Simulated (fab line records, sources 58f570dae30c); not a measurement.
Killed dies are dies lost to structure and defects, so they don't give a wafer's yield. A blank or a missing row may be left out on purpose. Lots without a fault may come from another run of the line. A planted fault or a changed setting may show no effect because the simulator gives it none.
One fault seen from 2 desks | flow berkeley_cmos170 | each desk has only its own numbers; what lay behind them comes last

THE METROLOGY DESK
What the gauges read, lot by lot, whatever tool the lot ran on: means of the sampled wafers that have a number. A lot is out of limits, marked OUT, if its mean lies more than 4 standard deviations from the usual mean; the brackets give that distance.
Columns: A = GATE_POLY_THK at UCB170_GATE_THK_MEAS_05, usual 215.0 nm; B = M1_OVL at UCB170_M1_OVL_MEAS_10, usual 1 nm; C = V1_OVL at UCB170_V1_OVL_MEAS_13, usual 0 nm; D = V2_TEOS_THK at UCB170_V2_THK_MEAS_01, usual 1997 nm
lot  | first seen here | A     | B  | C  | D
L130 | day 6 11:04     | 212.0 | 6  | 5  | 1998
L131 | day 6 20:54     | 212.9 | -9 | 2  | 2010
L134 | day 7 04:41     | 215.8 | 4  | -3 | 2011
L138 | day 7 10:25     | 211.9 | 2  | 1  | 1964
L137 | day 7 10:25     | 210.3 | -3 | -1 | 1991
L139 | day 7 10:26     | 216.3 | -7 | 9  | 1990
L136 | day 7 10:28     | 213.1 | 10 | 5  | 1971
L140 | day 8 10:15     | 215.2 | 3  | 8  | 1998
L141 | day 8 10:18     | 214.4 | -1 | -5 | 2002
L144 | day 9 11:37     | 216.6 | 7  | 2  | 2003
L145 | day 9 11:38     | 213.8 | 1  | -5 | 1995
L146 | day 9 11:38     | 214.0 | 5  | 3  | 2067
L148 | day 9 20:05     | 215.5 | -7 | 0  | 2059
L151 | day 10 12:49    | 215.9 | 1  | -5 | 1983
This desk's finding: nothing out of limits on any of the 14 lots.

THE TOOL OWNER'S DESK: pecvd-04
The tool's own readings at UCB170_V2_CVD_00 (deposits SiO2 from TEOS/O2, target thk 2000 nm, time 250 s): means of the sampled wafers that have a number, for each lot that ran on this tool. A lot is out of limits, marked OUT, if its mean lies more than 4 standard deviations from the usual mean; the brackets give that distance.
Columns: A = heater_power_w at UCB170_V2_CVD_00, usual 260 W; B = run_length_s at UCB170_V2_CVD_00, usual 277.7 s
lot  | first seen here | A   | B
L130 | day 7 20:03     | 256 | 277.3
L134 | day 8 17:38     | 271 | 277.5
L136 | day 9 01:45     | 293 | 277.5
L138 | day 9 02:52     | 288 | 277.1
L140 | day 9 19:58     | 267 | 277.6
L146 | day 11 01:49    | 237 | 286.1 (+16) OUT
L148 | day 11 09:21    | 250 | 285.9 (+15) OUT
This desk's finding: out of limits on L146, L148; first on L146, day 11 01:49 (run_length_s at UCB170_V2_CVD_00). In limits: L130, L134, L136, L138, L140.

PUT TOGETHER
The tool owner's desk could have raised an alarm at day 11 01:49, on L146, L148.
The metrology desk saw nothing out of limits.
The metrology desk has L146, L148 on record, within its limits.
Of the lots named, all ran UCB170_V2_CVD_00 on pecvd-04.

WHAT THE SIMULATOR HAD PUT IN
Process parameter drift: pecvd-04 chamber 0, from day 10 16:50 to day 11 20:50, at UCB170_V2_CVD_00. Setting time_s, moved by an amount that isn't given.
Lots struck among those shown: L146, L148.
Hours from the fault's start to each desk's first reading out of limits: the tool owner's desk, 9.
